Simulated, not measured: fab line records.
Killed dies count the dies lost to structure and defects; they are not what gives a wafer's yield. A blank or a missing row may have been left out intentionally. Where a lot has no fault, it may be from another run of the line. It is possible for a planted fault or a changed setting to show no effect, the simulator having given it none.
Comparing a struck lot with a sound one	flow ritCmos	27 steps out of a route of 202
Sound: these wafers, L497.1, L497.3, L497.4. Wafers L502.3, L502.4, L502.6 were the ones struck. Last of all comes the cause.
Each step with rows lists, per side, the tool, then ch with its chambers, then its first start. Under that, the readings that differ: sound wafers	struck wafers	difference of the means	sigmas: that difference in standard deviations of wafers without a fault.
alike: readings whose means differ by less than 2 such deviations, and words and numbers that are the same on both sides. not compared: withheld readings, readings that some wafer has no value for, bounds like >300 that may hide the same value, and numbers for which the record gives no deviation and whose values overlap.
The two part at a step that has a row with sigmas, a row that says differs or no value, or rows on one side only. Numbers that have no deviation but don't overlap get no sigmas and don't part them. A reading that every wafer of one side lacks parts them only if that side has two wafers or more.

first, 4 steps without rows for these wafers: RIT_CONTACT_SOFTBAKE_04 (time 60 s); RIT_CONTACT_EXPOSE_05 (exposes mask M11, target cd 1000 nm); RIT_CONTACT_PEB_06; RIT_CONTACT_DEVELOP_07 (develop time 123.9 s).
RIT_CONTACT_CD_MEAS_08: target cd 1000 nm.
  sound on cdSem-01 at day 4 01:03; struck on cdSem-01 at day 5 01:11
  alike: cdNm
RIT_CONTACT_OVL_MEAS_09:
  sound on overlay-02 at day 4 01:10; struck on overlay-01 at day 5 01:16
  alike: CONTACT_OVL
then, 1 step without rows for these wafers: RIT_CONTACT_HARDBAKE_10 (time 60 s).
RIT_CONTACT_ETCH_11: etches SiO2 in CHF3/CF4/Ar, stops on TiSi2, target depth 480 nm, time 320 s.
  sound on rieDiel-01 ch 0,1,2, day 4 01:21; struck on rieDiel-01 ch 0,2,3, day 5 01:27
  alike: drypumpMotorCurrentA, oesProductAu, throttleValvePct
  not compared: rfHoursCounterH
RIT_CONTACT_STRIP_12: strips in O2, time 180 s.
  sound on plasmaAsher-03 ch 0,1, day 4 01:33; struck on plasmaAsher-01 ch 0,1, day 5 01:42
  alike: drypumpMotorCurrentA, o2FlowSccm, rfReflPowerW
  not compared: rfHoursCounterH
RIT_CONTACT_CD_MEAS_90: target cd 1000 nm.
  sound on cdSem-02 at day 4 01:43; struck on cdSem-02 at day 5 01:53
  alike: cdNm
then, 2 steps without rows for these wafers: RIT_CONTACT_CLEAN_13 (cleans in SC1, time 600 s); RIT_CONTACT_CLEAN_14 (cleans in SC2, time 600 s).
RIT_M1_SPUTTER_00: material Al, target thk 400 nm, time 500 s.
  sound on pvdSputter-04 at day 4 02:13; struck on pvdSputter-04 at day 5 02:20
reading	sound	struck	difference	sigmas
model.Al_of_M1_SPUTTER_00.thkNm (nm)	409.2 410.9 406.5	445.7 449 446.8	+38.3	
  alike: throttleValvePct
RIT_M1_RS_MEAS_01: the measuring method here is four-point-probe.
  sound on filmMetro-01 at day 4 02:30; struck on filmMetro-01 at day 5 02:40
reading	sound	struck	difference	sigmas
M1_AL_RS (ohm/sq)	0.0716 0.0715 0.0724	0.0657 0.0653 0.0656	-0.0063	-8
RIT_M1_THK_MEAS_02: measures by xrf.
  sound on filmMetro-01 at day 4 02:37; struck on filmMetro-01 at day 5 02:46
reading	sound	struck	difference	sigmas
M1_AL_THK (nm)	408 409 401	445 445 444	+39	+8
then, 6 steps without rows for these wafers: RIT_M1_HMDS_03 (prime time 60 s); RIT_M1_COAT_04 (resist thk 1300 nm); RIT_M1_SOFTBAKE_05 (time 60 s); RIT_M1_EXPOSE_06 (exposes mask M12, target cd 2600 nm); RIT_M1_PEB_07; RIT_M1_DEVELOP_08 (develop time 68 s).
RIT_M1_CD_MEAS_09: target cd 2600 nm.
  sound on cdSem-02 at day 4 03:38; struck on cdSem-02 at day 5 03:44
  alike: cdNm
RIT_M1_OVL_MEAS_10:
  sound on overlay-01 at day 4 03:45; struck on overlay-01 at day 5 03:49
  alike: M1_OVL
then, 1 step without rows for these wafers: RIT_M1_HARDBAKE_11 (time 120 s).
RIT_M1_METAL_ETCH_12: etches Al in Cl2/BCl3, stops on SiO2, time 165 s, target depth 600 nm.
  sound on rieMetal-02 ch 0,1, day 4 04:02; struck on rieMetal-04 ch 0,1, day 5 04:09
reading	sound	struck	difference	sigmas
oesProductAu (a.u.)	0.776 0.768 0.770	0.810 0.799 0.795	+0.030	+3
  alike: drypumpMotorCurrentA, mfcCl2Sccm, throttleValvePct
  not compared: rfHoursCounterH
then, 1 step without rows for these wafers: RIT_M1_STRIP_13 (strips in nmp, time 600 s).
RIT_M1_PROBE_99:
  sound on prober-02 at day 4 06:18; struck on prober-01 at day 5 06:37
reading	sound	struck	difference	sigmas
sort_bin_3_pad_short (%)	0 0 0	1.1 0 0.4	+0.5	+2
model.etest.m1.rsOhmSq	0.0709 0.07035 0.07134	0.06531 0.06434 0.06492	-0.00601	
  alike: defectLimitedYield, killedAtContacts, killedAtFrontEnd, killedDies, killedOpen, killedShort, sort_bin_5_function, sort_bin_6_memory, sortNPass, sortYieldPct

## WHERE THEY PART
Earliest at RIT_M1_RS_MEAS_01; latest, in this record, at RIT_M1_PROBE_99.

WHY: whatever the simulator had introduced
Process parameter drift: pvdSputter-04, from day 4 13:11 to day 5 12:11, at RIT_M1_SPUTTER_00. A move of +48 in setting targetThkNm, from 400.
